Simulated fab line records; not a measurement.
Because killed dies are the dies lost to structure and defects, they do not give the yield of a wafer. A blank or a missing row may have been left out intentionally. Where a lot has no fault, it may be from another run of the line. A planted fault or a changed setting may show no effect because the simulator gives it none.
Which tool did it?    flow rit cmos    13 lots, 39 wafers sampled, at 3 steps of a route of 202

## WHAT EACH GAUGE READ, for each wafer
RIT_PLDD_TW_MEAS_10. Usual: PLDD_TW gives 2375 (standard deviation 18).
lot   measured     on             PLDD_TW         flag
L148  day 2 20:50  film metro-04  2372 2368 2364  
L151  day 3 10:54  film metro-02  2359 2363 2362  
L152  day 3 16:25  film metro-02  2366 2365 2359  
L153  day 3 21:49  film metro-02  2363 2347 2351  
L154  day 4 01:40  film metro-02  2364 2370 2373  
L155  day 4 05:34  film metro-03  2389 2399 2380  
L156  day 4 12:44  film metro-04  2385 2372 2378  
L157  day 4 19:13  film metro-02  2370 2361 2369  
L159  day 5 02:54  film metro-04  2367 2381 2379  
L163  day 5 23:07  film metro-04  2379 2368 2379  
L164  day 6 05:29  film metro-04  2386 2394 2403  
L167  day 6 18:23  film metro-03  2416 2415 2409  
L171  day 7 14:52  film metro-02  2356 2362 2378  

RIT_SDANNEAL_RS_MEAS_07: a four-point-probe measurement. Usual: NLDD_RS gives 151.4 ohm/sq (standard deviation 0.51).
lot   measured     on             NLDD_RS (ohm/sq)   flag
L148  day 3 03:09  film metro-04  151.3 151.1 151.4  
L151  day 3 17:34  film metro-04  151.7 151.9 151.8  
L152  day 3 22:51  film metro-02  151.2 151.2 151.1  
L153  day 4 04:18  film metro-02  151.4 151.5 151.8  
L154  day 4 08:03  film metro-02  152.9 152.7 152.1  
L155  day 4 11:56  film metro-04  150.2 150.7 150.4  
L156  day 4 19:11  film metro-04  151.5 151.2 151.4  
L157  day 5 02:01  film metro-04  150.7 151.3 151.6  
L159  day 5 09:45  film metro-04  150.7 150.8 150.9  
L163  day 6 05:33  film metro-02  150.9 150.8 150.5  
L164  day 6 12:51  film metro-04  151.6 151.4 151.5  
L167  day 7 01:52  film metro-03  151.6 151.4 151.6  
L171  day 7 21:25  film metro-02  151.6 151.3 151.8  

## WHAT TOOL EACH LOT RAN ON (gives the tool, then ch and the chambers of the sampled wafers, and finally the start)
lot   RIT_NLDD_STRIP_09
L148  plasma asher-03 ch 0, day 2 19:14
L151  plasma asher-03 ch 0,1, day 3 09:18
L152  plasma asher-03 ch 0,1, day 3 14:48
L153  plasma asher-04 ch 0,1, day 3 20:05
L154  plasma asher-02 ch 0,1, day 4 00:04
L155  plasma asher-02 ch 0,1, day 4 04:01
L156  plasma asher-02 ch 0,1, day 4 11:01
L157  plasma asher-02 ch 0,1, day 4 17:32
L159  plasma asher-02 ch 0, day 5 01:18
L163  plasma asher-02 ch 0,1, day 5 21:31
L164  plasma asher-03 ch 0, day 6 03:46
L167  plasma asher-03 ch 0,1, day 6 16:47
L171  plasma asher-03 ch 0,1, day 7 13:09
- RIT_NLDD_STRIP_09: strips in O2, time 180 s.

## AS READ BY THE TOOLS THEMSELVES (means over the sampled wafers that have a number; for cases with no such wafer, the mark the record gives instead)
RIT_NLDD_STRIP_09. Usual: drypump motor current A reads 5.8 A (standard deviation 0.47).
lot   tool             drypump motor current A (A)  flag
L148  plasma asher-03  6.0                          
L151  plasma asher-03  5.8                          
L152  plasma asher-03  5.9                          
L153  plasma asher-04  5.1                          
L154  plasma asher-02  6.2                          
L155  plasma asher-02  5.9                          
L156  plasma asher-02  6.2                          
L157  plasma asher-02  6.2                          
L159  plasma asher-02  6.5                          
L163  plasma asher-02  6.2                          
L164  plasma asher-03  6.0                          
L167  plasma asher-03  5.9                          
L171  plasma asher-03  5.8                          

## THE ANSWER, worked out from the rows above alone
Rule: lot off if the mean of its wafers having a number is beyond 3 standard deviations from the usual mean. A lot without any number at a reading at which 4 lots or more have one is off too. The other lots that the step has rows for count as sound. After the gauges, taken in route order, come the tools' own readings; for these a lot's mean is taken, as printed above. At the first step where some lot is off, the reading lying furthest off is the one used; lots without a number count as furthest.
Nothing can be told from this: no lot is off at any reading shown.

## WHAT WAS PUT IN BY THE SIMULATOR
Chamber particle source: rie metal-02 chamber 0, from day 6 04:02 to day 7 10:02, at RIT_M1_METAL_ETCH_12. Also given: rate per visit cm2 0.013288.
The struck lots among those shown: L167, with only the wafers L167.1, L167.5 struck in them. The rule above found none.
